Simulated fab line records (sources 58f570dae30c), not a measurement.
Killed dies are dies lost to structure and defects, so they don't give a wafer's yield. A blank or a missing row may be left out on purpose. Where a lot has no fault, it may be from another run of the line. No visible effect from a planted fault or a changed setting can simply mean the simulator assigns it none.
Which tool was responsible? / flow berkeley_cmos170 / 21 wafers from 7 lots sampled at 2 of the route's 331 steps

## WHAT EACH GAUGE READ, for each wafer
UCB170_PWELL_TW_MEAS_17.
lot=L704; measured=day 3 23:46; on=film_metro-02; PWELL_TW=380.9 381.3 379.6
lot=L707; measured=day 4 16:47; on=film_metro-03; PWELL_TW=374.8 376.5 374.5
lot=L710; measured=day 5 04:52; on=film_metro-03; PWELL_TW=375.6 376.2 378.0
lot=L711; measured=day 5 18:17; on=film_metro-04; PWELL_TW=379.4 378.8 378.8
lot=L719; measured=day 7 05:55; on=film_metro-03; PWELL_TW=403.3 404.8 401.8
lot=L722; measured=day 7 18:16; on=film_metro-03; PWELL_TW=374.0 374.1 376.5
lot=L723; measured=day 8 01:04; on=film_metro-02; PWELL_TW=382.2 380.4 379.8

## WHAT TOOL EACH LOT RAN ON (gives the tool, then ch and the chambers of the sampled wafers, and finally the start)
lot=L704; UCB170_PWELL_IMPLANT_15=implanter-04 ch 0, day 3 23:31
lot=L707; UCB170_PWELL_IMPLANT_15=implanter-04 ch 0, day 4 16:34
lot=L710; UCB170_PWELL_IMPLANT_15=implanter-01 ch 0, day 5 04:37
lot=L711; UCB170_PWELL_IMPLANT_15=implanter-01 ch 0, day 5 18:02
lot=L719; UCB170_PWELL_IMPLANT_15=implanter-03 ch 0, day 7 05:42
lot=L722; UCB170_PWELL_IMPLANT_15=implanter-04 ch 0, day 7 18:01
lot=L723; UCB170_PWELL_IMPLANT_15=implanter-04 ch 0, day 8 00:50
- UCB170_PWELL_IMPLANT_15

## THE ANSWER, worked out from the rows above alone
Rule: the usual values come from the lots themselves. Put in order of their means at a reading, lots are off if they are a third of the lots or fewer, leave a main group of 4 or more, and stand apart from it by a gap of 3 or more times the standard deviation of the main group's means; of several such gaps the widest counts. A main group is skipped when, at the precision printed for the reading in the tables above, its means are all equal. A lot without any number at a reading at which 4 lots or more have one is off too. Where the step has rows for the other lots, those lots are counted as sound.
Off: at UCB170_PWELL_TW_MEAS_17 (PWELL_TW), L719. Mean 377.9 and standard deviation 2.4 in the main group.
A tool fits if, at a process step before that reading, it ran every lot that is off, and no sound lot after the first of them. Those tools and the gauges at UCB170_PWELL_TW_MEAS_17 are tried in the same way. One fits: UCB170_PWELL_IMPLANT_15 on implanter-03. It ran no sound lot before its first lot that is off in this sample, so the start can't be narrowed down.

## WHAT HAD BEEN PUT IN BY THE SIMULATOR
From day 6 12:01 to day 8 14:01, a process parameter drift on implanter-03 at UCB170_PWELL_IMPLANT_15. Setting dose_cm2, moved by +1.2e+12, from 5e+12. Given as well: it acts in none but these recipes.
Struck lots among those shown: L719. This agrees with what the rule above found.
